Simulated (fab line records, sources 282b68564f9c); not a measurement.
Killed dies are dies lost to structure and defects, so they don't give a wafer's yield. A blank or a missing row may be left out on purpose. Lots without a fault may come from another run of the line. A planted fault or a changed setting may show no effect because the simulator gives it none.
Which tool did it? | flow rit_cmos | 14 lots, 42 wafers sampled, at 2 steps of a route of 202

WHAT THE GAUGES READ, wafer by wafer
RIT_GATE_CD_MEAS_16: target cd 150 nm.
lot  | measured    | on        | cd_nm (nm)
L280 | day 3 00:29 | cd_sem-01 | 154.1 151.1 152.3
L281 | day 3 04:47 | cd_sem-01 | 153.2 153.8 152.2
L282 | day 3 08:50 | cd_sem-01 | 148.1 150.0 149.2
L283 | day 3 13:05 | cd_sem-02 | 145.2 143.5 144.9
L284 | day 3 17:54 | cd_sem-01 | 151.2 151.9 150.8
L285 | day 3 23:32 | cd_sem-02 | 148.2 146.1 145.9
L286 | day 4 05:24 | cd_sem-02 | 147.0 146.2 146.7
L287 | day 4 10:09 | cd_sem-01 | 145.6 149.1 145.0
L288 | day 4 13:57 | cd_sem-01 | 148.8 146.5 148.0
L289 | day 4 21:17 | cd_sem-01 | 150.5 151.1 150.8
L292 | day 5 13:06 | cd_sem-02 | 135.0 135.1 136.0 135.3 134.9 136.2
L293 | day 5 15:54 | cd_sem-02 | 138.4 139.1 136.3 138.3 138.9 136.0
L295 | day 6 02:39 | cd_sem-02 | 151.1 149.9 148.7
L301 | day 7 08:13 | cd_sem-01 | 151.2 150.1 153.6

WHICH TOOL RAN EACH LOT (tool, then ch and the chambers of the sampled wafers, then the start)
lot  | RIT_GATE_DEVELOP_15
L280 | litho_track-04 ch 0, day 3 00:00
L281 | litho_track-01 ch 0, day 3 04:00
L282 | litho_track-02 ch 0, day 3 08:00
L283 | litho_track-04 ch 0, day 3 12:00
L284 | litho_track-02 ch 0, day 3 17:00
L285 | litho_track-01 ch 0, day 3 23:00
L286 | litho_track-02 ch 0, day 4 05:00
L287 | litho_track-01 ch 0, day 4 10:00
L288 | litho_track-04 ch 0, day 4 13:00
L289 | litho_track-01 ch 0, day 4 21:00
L292 | litho_track-01 ch 0, day 5 12:00
L293 | litho_track-01 ch 0, day 5 15:00
L295 | litho_track-04 ch 0, day 6 02:00
L301 | litho_track-02 ch 0, day 7 08:00
- RIT_GATE_DEVELOP_15: develop time 50.85 s.

WHAT THE TOOLS THEMSELVES READ (means of the sampled wafers that have a number; where no wafer has one, the mark that the record gives instead)
RIT_GATE_DEVELOP_15.
lot  | tool           | chill_plate_temp_C (C) | developer_temp_C (C) | exhaust_pa (Pa)
L280 | litho_track-04 | 23.14                  | 22.85                | 45.2
L281 | litho_track-01 | 22.93                  | 23.08                | 46.2
L282 | litho_track-02 | 23.07                  | 22.83                | 44.7
L283 | litho_track-04 | 23.00                  | 23.02                | 45.4
L284 | litho_track-02 | 22.99                  | 23.10                | 44.6
L285 | litho_track-01 | 22.87                  | 23.02                | 45.7
L286 | litho_track-02 | 22.99                  | 23.10                | 45.3
L287 | litho_track-01 | 22.95                  | 22.96                | 45.1
L288 | litho_track-04 | 23.03                  | 23.15                | 44.2
L289 | litho_track-01 | 23.07                  | 22.95                | 45.3
L292 | litho_track-01 | 23.04                  | 20.68                | 46.0
L293 | litho_track-01 | 23.03                  | 20.76                | 44.6
L295 | litho_track-04 | 22.98                  | 22.96                | 44.7
L301 | litho_track-02 | 23.10                  | 23.05                | 45.0

THE ANSWER, worked out from the rows above alone
Rule: what is usual is taken from the lots themselves. Put in order of their means at a reading, lots are off if they are a third of the lots or fewer, leave a main group of 4 or more, and stand apart from it by a gap of 3 or more times the standard deviation of the main group's means; of several such gaps the widest counts. A main group whose means are all the same, to the digits that the tables above print for the reading, isn't used. A lot without any number at a reading at which 4 lots or more have one is off too. The other lots that the step has rows for count as sound. The gauges are gone through in route order, then the tools' own readings, and for those a lot's mean is taken as printed above. The first step at which some lot is off is used, and at that step the reading that is off furthest; a lot without a number counts as furthest.
Off: L292, L293, at RIT_GATE_DEVELOP_15 (developer_temp_C). The main group: mean 23.01 C, standard deviation 0.095.
A tool fits if, at that step or a process step before it, it ran every lot that is off, and no sound lot after the first of them. One fits: litho_track-01 at RIT_GATE_DEVELOP_15. Its last sound lot is L289 (day 4 21:00), its first lot that is off L292 (day 5 12:00): a fault that began between those two fits.
The tool's own readings at RIT_GATE_DEVELOP_15 bear it out: on the lots that are off they differ by more than 5 times the standard deviation of the sound lots' means. developer_temp_C reads 20.72 C there against 23.01 C on the sound lots.

WHAT THE SIMULATOR HAD PUT IN
Process parameter drift: litho_track-01, from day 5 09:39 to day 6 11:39, at RIT_GATE_DEVELOP_15. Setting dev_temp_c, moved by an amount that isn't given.
Lots struck among those shown: L292, L293. The rule above found the same.
